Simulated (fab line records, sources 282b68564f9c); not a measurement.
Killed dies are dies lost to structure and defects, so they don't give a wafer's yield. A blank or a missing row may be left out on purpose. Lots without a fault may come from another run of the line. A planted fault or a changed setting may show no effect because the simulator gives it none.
Split-lot experiment | flow rit_cmos | 5 lots, 23 wafers read, on a route of 202 steps

THE SPLIT
At RIT_PLDD_IMPLANT_08, the setting dose_cm2 was moved away from the recipe's 9e+14 on 7 of the 23 wafers read, by +5.0% to +7.5%. The other wafers ran this setting at the recipe's value.

FROM THE SPLIT TO THE READING: what the file shows between them, 7 steps
- RIT_PLDD_STRIP_09: strips in O2, time 180 s
- RIT_PLDD_TW_MEAS_10
- RIT_NSD_IMPLANT_08 (also split here: energy_kev)
- RIT_NSD_STRIP_09: strips in O2, time 180 s
- RIT_NSD_TW_MEAS_10
- RIT_SDANNEAL_CLEAN_02: cleans in SC2, time 600 s (also split here: time_s)
- RIT_SDANNEAL_RTA_03: time 5 s

THE READING
PLDD_RS, in ohm/sq, at RIT_SDANNEAL_RS_MEAS_06 (measures by four-point-probe). Fault-free wafers of this fab line usually give 178.4 ohm/sq, standard deviation 0.38 ohm/sq.

wafer  | tool, chamber at the split | dose_cm2 as run | against the recipe | PLDD_RS, ohm/sq | against lot-mates on the recipe
L075.1 | implanter-02, 0            | 9e+14           | recipe             | 178.4           | -
L075.2 | implanter-02, 0            | 9e+14           | recipe             | 178.2           | -
L075.3 | implanter-02, 0            | 9e+14           | recipe             | 178.5           | -
L075.5 | implanter-02, 0            | 9.454e+14       | +5.0%              | 174.2           | -4.2
L075.6 | implanter-02, 0            | 9.454e+14       | +5.0%              | 174.1           | -4.3
L076.1 | implanter-03, 0            | 9.539e+14       | +6.0%              | 173.4           | -5.2
L076.2 | implanter-03, 0            | 9e+14           | recipe             | 178.5           | -
L076.4 | implanter-03, 0            | 9e+14           | recipe             | 178.7           | -
L076.5 | implanter-03, 0            | 9.539e+14       | +6.0%              | 173.3           | -5.3
L076.6 | implanter-03, 0            | 9.539e+14       | +6.0%              | 173.6           | -5.0
L077.1 | implanter-01, 0            | 9.673e+14       | +7.5%              | 172.0           | -6.1
L077.2 | implanter-01, 0            | 9e+14           | recipe             | 178.1           | -
L077.4 | implanter-01, 0            | 9.673e+14       | +7.5%              | 171.8           | -6.3
L077.5 | implanter-01, 0            | 9e+14           | recipe             | 178.3           | -
L077.6 | implanter-01, 0            | 9e+14           | recipe             | 177.9           | -
L081.1 | implanter-03, 0            | 9e+14           | recipe             | 178.8           | -
L081.3 | implanter-03, 0            | 9e+14           | recipe             | 178.5           | -
L081.4 | implanter-03, 0            | 9e+14           | recipe             | 178.7           | -
L081.5 | implanter-03, 0            | 9e+14           | recipe             | 178.6           | -
L081.6 | implanter-03, 0            | 9e+14           | recipe             | 178.0           | -
L082.1 | implanter-01, 0            | 9e+14           | recipe             | 178.8           | -
L082.4 | implanter-01, 0            | 9e+14           | recipe             | 178.6           | -
L082.6 | implanter-01, 0            | 9e+14           | recipe             | 178.1           | -

THE FIT
A straight line over all 23 wafers: PLDD_RS changes by -0.852 ohm/sq for each +1% of dose_cm2; r = -0.99; the points scatter about the line by 0.26 ohm/sq.
The same after taking each lot's own level away (the mean of its wafers on the recipe; 23 wafers): -0.843 ohm/sq for each +1%; r = -1.00; scatter 0.21 ohm/sq.
On that fit, the largest move of dose_cm2 shifts the reading by 6.3 ohm/sq.
The lots' own levels span 178.10 to 178.60 ohm/sq, that is 1.3 times the standard deviation above.
So the lot-to-lot level changes the slope little: the two slopes agree.
Check: with one of the wafers moved furthest among these (+7.5%) left out of the fit, the line predicts -6.36 ohm/sq for it against its lot-mates. It came out at -6.1 ohm/sq against them.

OTHER SPLITS ON THESE WAFERS
These wafers also went through other splits before the reading. Each is held against what the fit with the lots' levels taken away leaves over:
other split on the same wafers | wafers away from the commonest value | r with PLDD_RS (lot level and that fit taken away)
RIT_GATE_OXIDATION_05 temp_c   | 13                                   | -0.17
RIT_GATE_CVD_08 sih4_flow_sccm | 15                                   | -0.10
RIT_GATE_DEVELOP_15 dev_temp_c | 8                                    | +0.19
RIT_NLDD_COAT_01 resist_thk_nm | 11                                   | -0.11
RIT_NSD_IMPLANT_08 energy_kev  | 9                                    | +0.23
RIT_SDANNEAL_CLEAN_02 time_s   | 15                                   | -0.10

THE WHOLE CHAIN: every reading that the file lists as answering this split, in the file's order
step                    | what it does                 | reading | change (the file's fit)            | r (the file's)
RIT_PLDD_TW_MEAS_10     |                              | PLDD_TW | +5.39 for each +1% of the setting  | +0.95
RIT_SDANNEAL_RS_MEAS_06 | measures by four-point-probe | PLDD_RS | -0.836 for each +1% of the setting | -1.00

THE FILE'S OWN FIT
PLDD_RS changes by -0.836 ohm/sq for each +1% of dose_cm2, r = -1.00.
